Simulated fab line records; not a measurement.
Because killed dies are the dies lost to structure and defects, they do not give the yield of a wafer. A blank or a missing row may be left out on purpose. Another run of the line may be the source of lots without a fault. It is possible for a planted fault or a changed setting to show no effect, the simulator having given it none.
The tool behind it: which one? | flow berkeley-cmos170 | 45 wafers from 15 lots sampled at 3 of the route's 331 steps

## WHAT THE GAUGES READ, wafer by wafer
UCB170_ACTIVE_THK_MEAS_06.
lot  | measured    | on            | ACTIVE_NITRIDE_THK (nm)
L433 | day 4 11:05 | film-metro-03 | 220 218 221
L436 | day 5 15:01 | film-metro-03 | 218 218 217
L437 | day 5 15:01 | film-metro-02 | 215 217 218
L434 | day 5 15:01 | film-metro-04 | 222 219 221
L439 | day 6 00:23 | film-metro-04 | 216 217 217
L440 | day 6 06:52 | film-metro-04 | 215 215 215
L441 | day 6 06:53 | film-metro-02 | 217 218 217
L442 | day 6 17:23 | film-metro-04 | 222 223 222
L446 | day 7 00:10 | film-metro-03 | 223 222 221
L445 | day 7 00:10 | film-metro-04 | 220 221 222
L444 | day 7 00:14 | film-metro-04 | 222 221 223
L450 | day 8 07:04 | film-metro-03 | 220 221 221
L452 | day 8 13:19 | film-metro-04 | 224 225 225
L455 | day 9 21:10 | film-metro-04 | 218 217 218
L456 | day 9 21:10 | film-metro-02 | 214 213 213

UCB170_NVT_OVL_MEAS_06.
lot  | measured     | on         | NVT_OVL (nm)
L433 | day 5 23:44  | overlay-01 | 2 -6 0
L436 | day 7 09:27  | overlay-02 | -7 -9 -13
L437 | day 7 09:18  | overlay-02 | -11 -3 -5
L434 | day 7 09:06  | overlay-02 | -1 -1 -3
L439 | day 7 18:58  | overlay-01 | -4 1 -5
L440 | day 7 19:15  | overlay-01 | -7 -6 -6
L441 | day 8 02:16  | overlay-02 | -8 -8 -12
L442 | day 8 12:05  | overlay-01 | -1 -11 -2
L446 | day 8 21:05  | overlay-01 | -13 -13 -12
L445 | day 8 20:51  | overlay-02 | 240 245 237
L444 | day 8 20:44  | overlay-01 | 240 235 235
L450 | day 9 23:01  | overlay-02 | -8 -4 -8
L452 | day 9 23:08  | overlay-01 | 234 231 229
L455 | day 12 02:49 | overlay-01 | -13 -7 -9
L456 | day 12 02:41 | overlay-02 | 2 -2 -7

## TOOL THAT RAN EACH LOT (tool first, then ch and the chambers of the sampled wafers, then the start)
lot  | UCB170_NVT_EXPOSE_03
L433 | krf-scanner-02 ch 0, day 5 22:56
L436 | krf-scanner-02 ch 0, day 7 09:04
L437 | krf-scanner-01 ch 0, day 7 08:49
L434 | krf-scanner-01 ch 0, day 7 08:43
L439 | krf-scanner-01 ch 0, day 7 18:35
L440 | krf-scanner-02 ch 0, day 7 18:50
L441 | krf-scanner-02 ch 0, day 8 01:49
L442 | krf-scanner-02 ch 0, day 8 11:41
L446 | krf-scanner-01 ch 0, day 8 20:41
L445 | krf-scanner-02 ch 0, day 8 20:28
L444 | krf-scanner-02 ch 0, day 8 20:22
L450 | krf-scanner-01 ch 0, day 9 22:10
L452 | krf-scanner-02 ch 0, day 9 22:32
L455 | krf-scanner-01 ch 0, day 12 02:25
L456 | krf-scanner-01 ch 0, day 12 02:13
- UCB170_NVT_EXPOSE_03: exposes mask PWELL, target cd 3000 nm.

## WHAT THE TOOLS THEMSELVES READ (means of the sampled wafers that have a number; where no wafer has one, the mark that the record gives instead)
The record holds no such reading with a usual standard deviation.

## THE ANSWER, worked out from the rows above alone
Rule: the usual values come from the lots themselves. Put in order of their means at a reading, lots are off if they are a third of the lots or fewer, leave a main group of 4 or more, and stand apart from it by a gap of 3 or more times the standard deviation of the main group's means; of several such gaps the widest counts. The tables above print the reading to a certain number of digits; a main group whose means all agree to those digits is not used. Also off: a lot with no number at a reading for which 4 or more lots have one. Where the step has rows for the other lots, those lots are counted as sound. The gauges are gone through in route order, then the tools' own readings, and for those a lot's mean is taken as printed above. The first step at which some lot is off is used, and at that step the reading that is off furthest; a lot without a number counts as furthest.
Off: L445, L444, L452, at UCB170_NVT_OVL_MEAS_06 (NVT_OVL). Main group: mean -6 nm, sd 3.5.
If a tool, at a process step before that reading, ran all the lots that are off and no sound lot after the first of them, it fits. The gauges at UCB170_NVT_OVL_MEAS_06 are tried like those tools. One candidate fits, namely krf-scanner-02 at UCB170_NVT_EXPOSE_03. A fault onset in the window from L442 (day 8 11:41, its last sound lot) to L444 (day 8 20:22, its first lot off) fits.

## WHAT THE SIMULATOR HAD PUT IN
Scanner matching overlay: krf-scanner-02, from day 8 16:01 on, at UCB170_NVT_EXPOSE_03. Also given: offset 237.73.
Shown lots that were struck: L445, L444, L452. The rule above reached the same finding.
